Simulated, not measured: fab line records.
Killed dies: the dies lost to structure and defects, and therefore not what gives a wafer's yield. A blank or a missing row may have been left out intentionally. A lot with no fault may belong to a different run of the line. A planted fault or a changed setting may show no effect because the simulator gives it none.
Which tool is to blame? || flow berkeley_cmos170 || 21 wafers from 7 lots sampled at 3 of the route's 331 steps

WHAT EACH GAUGE READ, for each wafer
UCB170_PSD_CD_MEAS_06: the cd target is 1200 nm.
{"lot": "L987", "measured": "day 7 02:22", "on": "cd_sem-02", "cd_nm (nm)": "1201.4 1201.9 1201.1"}
{"lot": "L990", "measured": "day 7 14:25", "on": "cd_sem-02", "cd_nm (nm)": "1199.2 1198.8 1201.4"}
{"lot": "L992", "measured": "day 7 14:49", "on": "cd_sem-01", "cd_nm (nm)": "1201.4 1200.4 1200.8"}
{"lot": "L995", "measured": "day 8 16:10", "on": "cd_sem-01", "cd_nm (nm)": "1198.5 1197.9 1198.8"}
{"lot": "L101", "measured": "day 9 11:20", "on": "cd_sem-02", "cd_nm (nm)": "1201.0 1200.3 1199.8"}
{"lot": "L104", "measured": "day 10 08:23", "on": "cd_sem-02", "cd_nm (nm)": "1199.5 1200.7 1199.4"}
{"lot": "L107", "measured": "day 10 15:30", "on": "cd_sem-02", "cd_nm (nm)": "1200.4 1200.7 1202.8"}

TOOL THAT RAN EACH LOT (tool first, then ch and the chambers of the sampled wafers, then the start)
{"lot": "L987", "UCB170_PFIELD_STRIP_08": "plasma_asher-01 ch 0,1, day 5 00:34", "UCB170_PSD_PEB_04": "litho_track-04 ch 0, day 7 02:05"}
{"lot": "L990", "UCB170_PFIELD_STRIP_08": "plasma_asher-02 ch 0,1, day 5 15:04", "UCB170_PSD_PEB_04": "litho_track-03 ch 0, day 7 14:08"}
{"lot": "L992", "UCB170_PFIELD_STRIP_08": "plasma_asher-02 ch 0,1, day 5 15:39", "UCB170_PSD_PEB_04": "litho_track-04 ch 0, day 7 14:33"}
{"lot": "L995", "UCB170_PFIELD_STRIP_08": "plasma_asher-03 ch 0,1, day 6 12:16", "UCB170_PSD_PEB_04": "litho_track-01 ch 0, day 8 15:53"}
{"lot": "L101", "UCB170_PFIELD_STRIP_08": "plasma_asher-03 ch 0,1, day 7 03:54", "UCB170_PSD_PEB_04": "litho_track-01 ch 0, day 9 11:04"}
{"lot": "L104", "UCB170_PFIELD_STRIP_08": "plasma_asher-01 ch 0,1, day 8 05:19", "UCB170_PSD_PEB_04": "litho_track-01 ch 0, day 10 08:07"}
{"lot": "L107", "UCB170_PFIELD_STRIP_08": "plasma_asher-02 ch 0,1, day 8 13:11", "UCB170_PSD_PEB_04": "litho_track-01 ch 0, day 10 15:14"}
- UCB170_PFIELD_STRIP_08: strips in O2.
- UCB170_PSD_PEB_04

THE ANSWER, worked out from the rows above alone
Rule: what is usual is taken from the lots themselves. The widest of any qualifying gaps counts: lots, ordered by their means at a reading, are off when they make up no more than a third of the lots, leave a main group of 4 or more, and stand apart from it by 3 or more times the standard deviation of that group's means. If all means in a main group match to the digits the tables above print for the reading, that group is not used. A lot without any number at a reading at which 4 lots or more have one is off too. Any other lot the step has rows for is counted as sound.
None of the lots is off at any reading shown; this tells nothing.

WHAT THE SIMULATOR HAD PUT IN
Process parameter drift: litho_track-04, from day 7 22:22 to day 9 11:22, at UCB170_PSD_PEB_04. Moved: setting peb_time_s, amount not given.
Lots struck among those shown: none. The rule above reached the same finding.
